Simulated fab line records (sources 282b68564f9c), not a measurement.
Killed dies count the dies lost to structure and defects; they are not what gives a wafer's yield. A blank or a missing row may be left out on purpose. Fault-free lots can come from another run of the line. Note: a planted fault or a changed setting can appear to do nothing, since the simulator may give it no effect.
Which tool was responsible?    flow rit-cmos    14 lots with 42 wafers sampled at 3 steps, on a route of 202 steps

== WHAT EACH GAUGE READ, for each wafer ==
RIT_M1_RS_MEAS_01: uses a four-point probe to measure.
lot   measured     on             M1_AL_RS (ohm/sq)
L161  day 3 21:43  film-metro-04  0.0738 0.0726 0.0731
L164  day 4 13:24  film-metro-03  0.0742 0.0736 0.0745
L165  day 4 22:07  film-metro-04  0.0736 0.0724 0.0741
L166  day 4 23:23  film-metro-03  0.0418 0.0419 0.0418
L168  day 5 08:01  film-metro-03  0.0420 0.0419 0.0417
L171  day 6 04:12  film-metro-04  0.0732 0.0752 0.0745
L173  day 6 10:49  film-metro-03  0.0730 0.0730 0.0760
L175  day 6 22:43  film-metro-03  0.0742 0.0752 0.0752
L176  day 7 04:44  film-metro-04  0.0723 0.0741 0.0729
L177  day 7 06:49  film-metro-03  0.0741 0.0752 0.0754
L178  day 7 14:19  film-metro-04  0.0739 0.0738 0.0747
L179  day 7 16:56  film-metro-04  0.0747 0.0721 0.0731
L180  day 7 20:20  film-metro-04  0.0731 0.0731 0.0730
L181  day 8 02:19  film-metro-04  0.0723 0.0732 0.0761

RIT_M1_THK_MEAS_02: measures by xrf.
lot   measured     on             M1_AL_THK (nm)
L161  day 3 21:50  film-metro-04  409 411 412
L164  day 4 13:30  film-metro-03  401 406 402
L165  day 4 22:14  film-metro-04  407 417 406
L166  day 4 23:29  film-metro-03  708 704 709
L168  day 5 08:08  film-metro-03  707 711 709
L171  day 6 04:19  film-metro-04  411 402 405
L173  day 6 10:56  film-metro-03  410 411 393
L175  day 6 22:50  film-metro-03  404 396 398
L176  day 7 04:51  film-metro-04  416 405 417
L177  day 7 06:56  film-metro-03  402 396 397
L178  day 7 14:26  film-metro-04  405 408 400
L179  day 7 17:01  film-metro-04  401 417 412
L180  day 7 20:27  film-metro-04  412 412 413
L181  day 8 02:26  film-metro-04  414 411 396

== WHAT TOOL EACH LOT RAN ON (gives the tool, then ch and the chambers of the sampled wafers, and finally the start) ==
lot   RIT_M1_SPUTTER_00
L161  pvd-sputter-04, day 3 21:25
L164  pvd-sputter-03, day 4 13:04
L165  pvd-sputter-02, day 4 21:49
L166  pvd-sputter-03, day 4 23:04
L168  pvd-sputter-03, day 5 07:44
L171  pvd-sputter-02, day 6 03:53
L173  pvd-sputter-02, day 6 10:32
L175  pvd-sputter-02, day 6 22:25
L176  pvd-sputter-04, day 7 04:26
L177  pvd-sputter-02, day 7 06:31
L178  pvd-sputter-04, day 7 14:01
L179  pvd-sputter-02, day 7 16:34
L180  pvd-sputter-03, day 7 20:02
L181  pvd-sputter-02, day 8 02:02
- RIT_M1_SPUTTER_00: material Al, target thk 400 nm, time 500 s.

== AS READ BY THE TOOLS THEMSELVES (means over the sampled wafers that have a number; for cases with no such wafer, the mark the record gives instead) ==
RIT_M1_SPUTTER_00.
lot   tool            cathode-dc-power-W (W)  throttle-valve-pct (%)
L161  pvd-sputter-04  2000.1                  29.9
L164  pvd-sputter-03  1999.8                  30.8
L165  pvd-sputter-02  2000.1                  30.0
L166  pvd-sputter-03  1999.9                  30.3
L168  pvd-sputter-03  2000.1                  30.8
L171  pvd-sputter-02  2000.1                  30.6
L173  pvd-sputter-02  2000.3                  30.4
L175  pvd-sputter-02  2000.3                  31.6
L176  pvd-sputter-04  2000.2                  29.7
L177  pvd-sputter-02  2000.2                  31.4
L178  pvd-sputter-04  2000.0                  29.9
L179  pvd-sputter-02  1999.9                  30.7
L180  pvd-sputter-03  1999.8                  30.9
L181  pvd-sputter-02  2000.2                  30.5

== THE ANSWER, worked out from the rows above alone ==
Rule: the lots themselves supply what counts as usual. Put in order of their means at a reading, lots are off if they are a third of the lots or fewer, leave a main group of 4 or more, and stand apart from it by a gap of 3 or more times the standard deviation of the main group's means; of several such gaps the widest counts. Not used: any main group whose means are identical at the precision the tables above print for the reading. Also off: a lot with no number at a reading for which 4 or more lots have one. The other lots that the step has rows for count as sound. The gauges are gone through in route order, then the tools' own readings, and for those a lot's mean is taken as printed above. At the first step where some lot is off, the reading lying furthest off is the one used; lots without a number count as furthest.
Off: L166, L168, at RIT_M1_RS_MEAS_01 (M1_AL_RS). The main group has a mean of 0.0738 ohm/sq with a standard deviation of 0.00062.
A tool fits if, at a process step before that reading, it ran every lot that is off, and no sound lot after the first of them. Gauges at RIT_M1_RS_MEAS_01: tried the same way as those tools. No candidate that was tried fits.

== WHAT THE SIMULATOR HAD INSERTED ==
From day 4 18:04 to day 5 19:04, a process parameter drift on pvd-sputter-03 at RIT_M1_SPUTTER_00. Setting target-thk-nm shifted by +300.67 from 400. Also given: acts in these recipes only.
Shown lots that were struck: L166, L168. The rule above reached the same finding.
